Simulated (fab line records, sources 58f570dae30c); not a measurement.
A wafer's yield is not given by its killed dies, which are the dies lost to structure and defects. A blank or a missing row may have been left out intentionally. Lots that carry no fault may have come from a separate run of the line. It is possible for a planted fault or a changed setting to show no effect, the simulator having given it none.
A lot that was struck, set against a sound lot | flow berkeley_cmos170 | 43 out of 331 route steps
Sound: the wafers L234.3, L234.4, L234.6. Wafers L237.1, L237.3, L237.5 were the ones struck. Last of all comes the cause.
Per side, at each step with rows, come the tool, then ch with its chambers, and then its first start. Under that, the readings that differ: sound wafers | struck wafers | difference of the means | sigmas: that difference in standard deviations of wafers without a fault.
alike: a reading whose means differ by less than 2 such deviations, as well as words and numbers matching on both sides. not compared: withheld readings; readings where some wafer has no value; bounds like >300 that might hide an equal value; numbers whose values overlap and for which the record gives no deviation.
Wherever a step has rows on one side only, a row that says differs or no value, or a row with sigmas, the two part there. When numbers do not overlap yet have no deviation, they are printed without sigmas and do not part them. A reading that every wafer of one side lacks parts them only if that side has two wafers or more.

UCB170_SDANNEAL_RTA_01: time 5 s.
  sound on rtp_anneal-01 ch 0, day 11 05:38; struck on rtp_anneal-01 ch 0, day 11 18:00
  alike: lamp_power_pct, wafer_temp_C_max
UCB170_SDANNEAL_RS_MEAS_02: measurement is done with a four-point probe.
  struck on film_metro-04, day 11 18:04; sound on film_metro-03, day 11 05:43
  alike: PSD_RS
UCB170_SDANNEAL_RS_MEAS_03: measurement is done with a four-point probe.
  struck on film_metro-04, day 11 18:11; sound on film_metro-03, day 11 05:50
  alike: NSD_RS
UCB170_SDANNEAL_RS_MEAS_04: measurement is done with a four-point probe.
  struck on film_metro-04, day 11 18:18; sound on film_metro-03, day 11 05:58
  alike: PLDD_RS
UCB170_SDANNEAL_RS_MEAS_05: measurement is done with a four-point probe.
  struck on film_metro-04, day 11 18:25; sound on film_metro-03, day 11 06:05
  alike: NLDD_RS
then, 1 step without rows for these wafers: UCB170_SILICIDE_PRE_CLEAN_00 (preclean etch time 60 s).
UCB170_SILICIDE_SPUTTER_01: material Ti, target thk 30 nm, time 25 s.
  struck on pvd_sputter-02, day 11 18:37; sound on pvd_sputter-02, day 11 06:13
  alike: throttle_valve_pct
UCB170_SILICIDE_RS_MEAS_02: measurement is done with a four-point probe.
  struck on film_metro-04, day 11 18:38; sound on film_metro-01, day 11 06:17
  alike: SILICIDE_TI_RS
UCB170_SILICIDE_THK_MEAS_03: measures by xrf.
  struck on film_metro-04, day 11 18:46; sound on film_metro-01, day 11 06:23
  alike: SILICIDE_TI_THK
then, 3 steps without rows for these wafers: UCB170_SILICIDE_RTA_04 (time 15 s); UCB170_SILICIDE_WET_ETCH_05 (etches Ti in SPM, time 45 s); UCB170_CONTACT_CLEAN_00 (cleans in SPM, time 600 s).
UCB170_CONTACT_CVD_01: deposits PSG from SiH4/O2/PH3, target thk 700 nm, time 2820 s.
  sound on lpcvd-01 ch 0, day 11 07:23; struck on lpcvd-02 ch 0, day 11 20:03
  reading                                 | sound                | struck               | difference | sigmas
  susceptor_temp_C (C)                    | 449.76 449.69 449.53 | 450.51 450.01 450.05 | +0.53      | +2
  model.PSG_of_CONTACT_CVD_01.thk_nm (nm) | 701.2 696.5 692.8    | 732.1 730.7 735.9    | +36.1      |
UCB170_CONTACT_THK_MEAS_02:
  struck on film_metro-02, day 12 00:17; sound on film_metro-03, day 11 09:11
  reading              | sound       | struck      | difference | sigmas
  CONTACT_PSG_THK (nm) | 701 696 693 | 733 731 736 | +37        | +5
  not compared: hold
then, 11 steps without rows for these wafers: UCB170_CONTACT_COAT_04 (resist thk 900 nm); UCB170_CONTACT_SOFTBAKE_05 (time 60 s); UCB170_CONTACT_STRIP_06 (strips in O2); UCB170_CONTACT_CLEAN_07 (cleans in SPM, time 600 s); UCB170_CONTACT_RTA_08 (time 10 s); UCB170_CONTACT_COAT_09; UCB170_CONTACT_COAT_10 (resist thk 912.2 nm); UCB170_CONTACT_SOFTBAKE_11 (time 60 s); UCB170_CONTACT_EXPOSE_12 (exposes mask CONT, target cd 700 nm); UCB170_CONTACT_PEB_13; UCB170_CONTACT_DEVELOP_14 (develop time 45 s).
UCB170_CONTACT_CD_MEAS_15: target cd 700 nm.
  struck on cd_sem-02, day 12 05:14; sound on cd_sem-01, day 11 11:38
  alike: cd_nm
UCB170_CONTACT_OVL_MEAS_16:
  struck on overlay-02, day 12 05:21; sound on overlay-02, day 11 11:44
  alike: CONTACT_OVL
UCB170_CONTACT_ETCH_17: etches BARC in N2/H2.
  sound on rie_diel-01 ch 0,3, day 11 11:46; struck on rie_diel-04 ch 1,2, day 12 05:23
  reading                     | sound       | struck      | difference | sigmas
  drypump_motor_current_A (A) | 5.8 6.1 5.8 | 5.1 5.0 5.1 | -0.8       | -2
  alike: oes_product_au, throttle_valve_pct
UCB170_CONTACT_ETCH_18: etches PSG in CHF3/CF4/Ar, stops on TiSi2, target depth 840 nm, time 195 s.
  sound on rie_diel-01 ch 0,3; struck on rie_diel-04 ch 1,2
  reading                             | sound             | struck            | difference | sigmas
  drypump_motor_current_A (A)         | 5.8 6.1 5.8       | 5.1 5.0 5.1       | -0.8       | -2
  oes_product_au (a.u.)               | 0.878 0.874 0.872 | 0.928 0.908 0.938 | +0.050     | +4
  model.etch.depth_nm (nm)            | 701.2 696.5 692.8 | 732.1 730.7 735.9 | +36.1      |
  model.CONTACT.feature_depth_nm (nm) | 701.2 696.5 692.8 | 732.1 730.7 735.9 | +36.1      |
  alike: throttle_valve_pct
  not compared: rf_hours_counter_h
UCB170_CONTACT_STRIP_19: strips in O2.
  sound on plasma_asher-01 ch 0,1, day 11 11:58; struck on plasma_asher-02 ch 0, day 12 05:44
  alike: drypump_motor_current_A, oes_product_au
  not compared: rf_hours_counter_h
UCB170_CONTACT_CD_MEAS_90: target cd 700 nm.
  struck on cd_sem-01, day 12 05:50; sound on cd_sem-01, day 11 12:05
  alike: cd_nm
then, 1 step without rows for these wafers: UCB170_CONTACT_CLEAN_20 (cleans in SPM, time 600 s).
UCB170_M1_SPUTTER_00: material Al, target thk 600 nm, time 80 s.
  struck on pvd_sputter-03, day 12 06:07; sound on pvd_sputter-02, day 11 12:21
  alike: throttle_valve_pct
UCB170_M1_RS_MEAS_01: measurement is done with a four-point probe.
  struck on film_metro-01, day 12 06:20; sound on film_metro-04, day 11 12:27
  alike: M1_AL_RS
UCB170_M1_THK_MEAS_02: measures by xrf.
  struck on film_metro-01, day 12 06:28; sound on film_metro-04, day 11 12:33
  alike: M1_AL_THK
then, 6 steps without rows for these wafers: UCB170_M1_COAT_03; UCB170_M1_COAT_04 (resist thk 900 nm); UCB170_M1_SOFTBAKE_05 (time 60 s); UCB170_M1_EXPOSE_06 (exposes mask METAL1, target cd 700 nm); UCB170_M1_PEB_07; UCB170_M1_DEVELOP_08 (develop time 45 s).
UCB170_M1_METAL_ETCH_12: etches Al in Cl2/BCl3, stops on PSG, target depth 780 nm, time 130 s.
  sound on rie_metal-03 ch 0,1, day 11 16:20; struck on rie_metal-03 ch 0, day 12 07:43
  reading                                 | sound             | struck        | difference | sigmas
  model.PSG_of_CONTACT_CVD_01.thk_nm (nm) | 664.5 656.6 655.8 | 695 693.7 699 | +37        |
  alike: drypump_motor_current_A, he_backside_leak_sccm, oes_product_au, throttle_valve_pct
  not compared: rf_hours_counter_h
UCB170_M3_PROBE_99:
  the record has rows for the sound wafers here (prober-01, day 12 09:36) and none for the struck ones

== WHERE THEY PART ==
First at UCB170_CONTACT_CVD_01; last, within this record, at UCB170_M3_PROBE_99.

WHY: the cause the simulator had injected
lpcvd-02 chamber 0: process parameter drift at UCB170_CONTACT_CVD_01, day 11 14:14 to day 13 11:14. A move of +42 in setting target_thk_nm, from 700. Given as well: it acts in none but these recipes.
